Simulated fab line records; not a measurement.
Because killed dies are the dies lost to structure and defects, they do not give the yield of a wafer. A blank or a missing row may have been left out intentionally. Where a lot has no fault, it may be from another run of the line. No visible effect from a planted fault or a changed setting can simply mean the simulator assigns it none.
The tool behind it: which one? / flow berkeleyCmos170 / 7 lots with 21 wafers sampled at 4 steps, on a route of 331 steps

== WHAT EACH GAUGE READ, for each wafer ==
UCB170_M3_OVL_MEAS_16.
lot=L490; measured=day 9 21:38; on=overlay-01; M3_OVL (nm)=2 5 11
lot=L492; measured=day 9 23:22; on=overlay-02; M3_OVL (nm)=-2 3 1
lot=L494; measured=day 10 04:26; on=overlay-02; M3_OVL (nm)=5 4 6
lot=L503; measured=day 13 05:10; on=overlay-01; M3_OVL (nm)=4 -6 -3
lot=L505; measured=day 13 05:45; on=overlay-02; M3_OVL (nm)=3 -2 2
lot=L509; measured=day 15 01:59; on=overlay-02; M3_OVL (nm)=2 6 7

== TOOL THAT RAN EACH LOT (tool first, then ch and the chambers of the sampled wafers, then the start) ==
lot=L490; UCB170_ZERO_STRIP_07=plasmaAsher-02 ch 0,1, day 2 08:45; UCB170_NSD_STRIP_09=plasmaAsher-03 ch 0, day 8 19:53; UCB170_V1_CMP_02=cmp-02 ch 1,2,3, day 9 10:08
lot=L492; UCB170_ZERO_STRIP_07=plasmaAsher-04 ch 0,1, day 3 04:10; UCB170_NSD_STRIP_09=plasmaAsher-02 ch 0,1, day 9 00:32; UCB170_V1_CMP_02=cmp-01 ch 0,2, day 9 11:28
lot=L494; UCB170_ZERO_STRIP_07=plasmaAsher-04 ch 0,1, day 3 15:21; UCB170_NSD_STRIP_09=plasmaAsher-01 ch 0,1, day 9 01:15; UCB170_V1_CMP_02=cmp-01 ch 0,2,3, day 9 14:11
lot=L501; UCB170_ZERO_STRIP_07=plasmaAsher-03 ch 0,1, day 4 19:53; UCB170_NSD_STRIP_09=-; UCB170_V1_CMP_02=-
lot=L503; UCB170_ZERO_STRIP_07=plasmaAsher-02 ch 0,1, day 5 07:25; UCB170_NSD_STRIP_09=plasmaAsher-01 ch 0,1, day 11 22:16; UCB170_V1_CMP_02=cmp-02 ch 0,1, day 12 11:37
lot=L505; UCB170_ZERO_STRIP_07=plasmaAsher-03 ch 0,1, day 5 16:05; UCB170_NSD_STRIP_09=plasmaAsher-03 ch 0,1, day 11 22:38; UCB170_V1_CMP_02=cmp-02 ch 0,1,2, day 12 14:17
lot=L509; UCB170_ZERO_STRIP_07=plasmaAsher-02 ch 0,1, day 6 16:15; UCB170_NSD_STRIP_09=plasmaAsher-02 ch 1, day 14 01:34; UCB170_V1_CMP_02=cmp-02 ch 0,1,2, day 14 12:31
- UCB170_ZERO_STRIP_07: strips in O2.
- UCB170_NSD_STRIP_09: strips in O2.
- UCB170_V1_CMP_02: polishes SiO2.

== THE ANSWER, worked out from the rows above alone ==
Rule: the lots themselves supply what counts as usual. The widest of any qualifying gaps counts: lots, ordered by their means at a reading, are off when they make up no more than a third of the lots, leave a main group of 4 or more, and stand apart from it by 3 or more times the standard deviation of that group's means. A main group is skipped when, at the precision printed for the reading in the tables above, its means are all equal. Also off: a lot with no number at a reading for which 4 or more lots have one. Where the step has rows for the other lots, those lots are counted as sound.
No lot is off on any of the readings shown, so nothing can be concluded from this.

== WHAT HAD BEEN PUT IN BY THE SIMULATOR ==
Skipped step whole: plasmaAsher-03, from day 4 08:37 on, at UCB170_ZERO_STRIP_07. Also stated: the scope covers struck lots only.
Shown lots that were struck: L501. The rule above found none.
